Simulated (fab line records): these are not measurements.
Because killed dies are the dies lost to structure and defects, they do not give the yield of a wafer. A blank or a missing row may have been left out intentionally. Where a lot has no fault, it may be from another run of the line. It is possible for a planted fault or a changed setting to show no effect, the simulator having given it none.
Comparing a struck lot with a sound one / flow rit-cmos / 33 out of 202 route steps
Sound: these wafers, L938.1, L938.2, L938.4. Wafers L937.1, L937.2, L937.3 were the ones struck. The cause is given at the end.
Each step with rows lists, per side, the tool, then ch with its chambers, then its first start. Under that, the readings that differ: sound wafers / struck wafers / difference of the means / sigmas: that difference in standard deviations of wafers without a fault.
alike: readings whose means differ by less than 2 such deviations, and words and numbers that are the same on both sides. not compared: withheld readings, readings that some wafer has no value for, bounds like >300 that may hide the same value, and numbers for which the record gives no deviation and whose values overlap.
Wherever a step has rows on one side only, a row that says differs or no value, or a row with sigmas, the two part there. Non-overlapping numbers with no deviation appear without sigmas and do not part them. Lack of a reading on every wafer of one side parts them only where that side has two or more wafers.

RIT_ACTIVE_BOW_MEAS_00:
  sound on film-metro-04, day 5 09:00; struck on film-metro-04, day 5 04:00
  alike: INCOMING_BOW
RIT_ACTIVE_OXIDATION_01: target thk 46.8 nm, ox time 3360 s.
  sound on furnace-04 ch 0, day 5 09:07; struck on furnace-02 ch 0, day 5 04:07
reading=ox-time-s (s); sound=3360 3360 3360; struck=2184 2184 2184; difference=-1176; sigmas=
reading=model.SiO2_of_ACTIVE_OXIDATION_01.thk-nm (nm); sound=47.5 47.09 47.72; struck=35.72 37.06 36.21; difference=-11.11; sigmas=
RIT_ACTIVE_THK_MEAS_02:
  sound on film-metro-03, day 5 11:03; struck on film-metro-04, day 5 06:03
reading=ACTIVE_OXIDE_THK (nm); sound=47.6 47.1 47.7; struck=35.7 37.1 36.3; difference=-11.1; sigmas=-14
then, 1 step without rows for these wafers: RIT_ACTIVE_CVD_03 (deposits Si3N4 from SiH2Cl2/NH3, target thk 150 nm, time 1500 s).
RIT_ACTIVE_THK_MEAS_04:
  sound on film-metro-02, day 5 12:32; struck on film-metro-04, day 5 07:32
  alike: ACTIVE_NITRIDE_THK
then, 6 steps without rows for these wafers: RIT_ACTIVE_HMDS_05 (prime time 60 s); RIT_ACTIVE_COAT_06 (resist thk 1000 nm); RIT_ACTIVE_SOFTBAKE_07 (time 60 s); RIT_ACTIVE_EXPOSE_08 (exposes mask M1, target cd 1400 nm); RIT_ACTIVE_PEB_09; RIT_ACTIVE_DEVELOP_10 (develop time 50 s).
RIT_ACTIVE_CD_MEAS_11: target cd 1400 nm.
  sound on cd-sem-01, day 5 13:26; struck on cd-sem-02, day 5 08:34
  alike: cd-nm
then, 1 step without rows for these wafers: RIT_ACTIVE_HARDBAKE_12 (time 60 s).
RIT_ACTIVE_ETCH_13: etches Si3N4 in SF6, stops on SiO2, time 210 s, target depth 210 nm.
  sound on rie-diel-04 ch 0,1,3, day 5 13:43; struck on rie-diel-02 ch 0,1,2, day 5 08:50
  alike: drypump-motor-current-A, oes-product-au, throttle-valve-pct
  not compared: rf-hours-counter-h
RIT_ACTIVE_STRIP_14: strips in O2, time 180 s.
  sound on plasma-asher-04 ch 0,1, day 5 13:50; struck on plasma-asher-01 ch 0,1, day 5 08:58
  alike: drypump-motor-current-A
  not compared: rf-hours-counter-h
RIT_ACTIVE_CD_MEAS_90: target cd 1400 nm.
  sound on cd-sem-01, day 5 14:01; struck on cd-sem-02, day 5 09:08
  alike: cd-nm
then, 4 steps without rows for these wafers: RIT_ACTIVE_CLEAN_15 (cleans in SC1, time 600 s); RIT_ACTIVE_CLEAN_16 (cleans in dHF, time 30 s); RIT_ACTIVE_CLEAN_17 (cleans in SC2, time 600 s); RIT_FOX1_OXIDATION_00 (target thk 350.7 nm, ox time 1130 s).
RIT_FOX1_THK_MEAS_01:
  sound on film-metro-04, day 5 15:49; struck on film-metro-01, day 5 11:47
  alike: FOX1_OXIDE_THK
then, 2 steps without rows for these wafers: RIT_FOX1_WET_ETCH_02 (etches SiO2 in BOE, target depth 350 nm, time 390 s); RIT_FOX2_OXIDATION_00 (target thk 350.7 nm, ox time 1130 s).
RIT_FOX2_THK_MEAS_01:
  sound on film-metro-01, day 5 17:19; struck on film-metro-02, day 5 13:17
  alike: FOX2_OXIDE_THK
then, 1 step without rows for these wafers: RIT_FOX2_CLEAN_02 (cleans in dHF, time 174 s).
RIT_FOX2_WET_ETCH_03: etches Si3N4 in H3PO4, target depth 195 nm, time 2700 s.
  sound on wet-bench-04 ch 0, day 5 17:26; struck on wet-bench-04 ch 3, day 5 13:25
reading=model.SiO2_of_ACTIVE_OXIDATION_01.thk-nm (nm); sound=42.26 41.9 39.62; struck=31.84 30.77 32.08; difference=-9.70; sigmas=
  alike: temp-c
RIT_FOX2_THK_MEAS_90:
  sound on film-metro-01, day 5 18:12; struck on film-metro-02, day 5 14:10
  alike: FIELD_OXIDE_LEFT_1_THK
then, 4 steps without rows for these wafers: RIT_NWELL_HMDS_00 (prime time 60 s); RIT_NWELL_COAT_01 (resist thk 1300 nm); RIT_NWELL_SOFTBAKE_02 (time 60 s); RIT_NWELL_EXPOSE_03 (exposes mask M2, target cd 43900 nm).
RIT_GATE_ETCH_19: etches poly-Si in SF6/CHF3/O2, stops on SiO2, time 165 s, target depth 312.5 nm.
  sound on rie-si-01 ch 0,2,3, day 6 11:26; struck on rie-si-02 ch 0,1,3, day 6 07:43
reading=rf-hours-counter-h (h); sound=4 4 1; struck=123 26 138; difference=+93; sigmas=
  alike: O2_flow_sccm, drypump-motor-current-A, he-backside-leak-sccm, oes-product-au, throttle-valve-pct
  not compared: model.GATE.cd-nm
RIT_M1_PROBE_99:
  sound on prober-02, day 7 07:28; struck on prober-01, day 7 04:27
reading=model.etest.pmos-turned.r-on-ohm-um; sound=3350 3239 3365; struck=3680 3584 3745; difference=+352; sigmas=
reading=model.etest.pmos_0p15.r-on-ohm-um; sound=2717 2654 2738; struck=2914 2898 2977; difference=+227; sigmas=
reading=model.etest.nldd.width-nm (nm); sound=3157 3169 3169; struck=3279 3261 3275; difference=+107; sigmas=
reading=model.etest.pldd.width-nm (nm); sound=3166 3153 3161; struck=3282 3275 3270; difference=+116; sigmas=
reading=model.etest.pplus-sal.width-nm (nm); sound=3434 3428 3450; struck=3511 3505 3530; difference=+78; sigmas=
reading=model.etest.nplus-sal.width-nm (nm); sound=3449 3438 3458; struck=3495 3498 3508; difference=+52; sigmas=
reading=model.etest.nmos-narrow.drive-ua-um; sound=220.4 217.4 220.3; struck=253.7 244.5 246.6; difference=+28.9; sigmas=
  alike: killed-at-contacts, killed-at-front-end, killed-dies, killed-open, killed-short
  not compared: model.etest.nmos_0p15.r-on-ohm-um

WHERE THEY PART
Within this record, at RIT_ACTIVE_THK_MEAS_02 only. Later steps at which nothing parts them and some readings are alike: RIT_ACTIVE_THK_MEAS_04, RIT_ACTIVE_CD_MEAS_11, RIT_ACTIVE_ETCH_13, RIT_ACTIVE_STRIP_14, RIT_ACTIVE_CD_MEAS_90, RIT_FOX1_THK_MEAS_01, RIT_FOX2_THK_MEAS_01, RIT_FOX2_WET_ETCH_03, RIT_FOX2_THK_MEAS_90, RIT_GATE_ETCH_19, RIT_M1_PROBE_99.

WHY: what had been put in by the simulator
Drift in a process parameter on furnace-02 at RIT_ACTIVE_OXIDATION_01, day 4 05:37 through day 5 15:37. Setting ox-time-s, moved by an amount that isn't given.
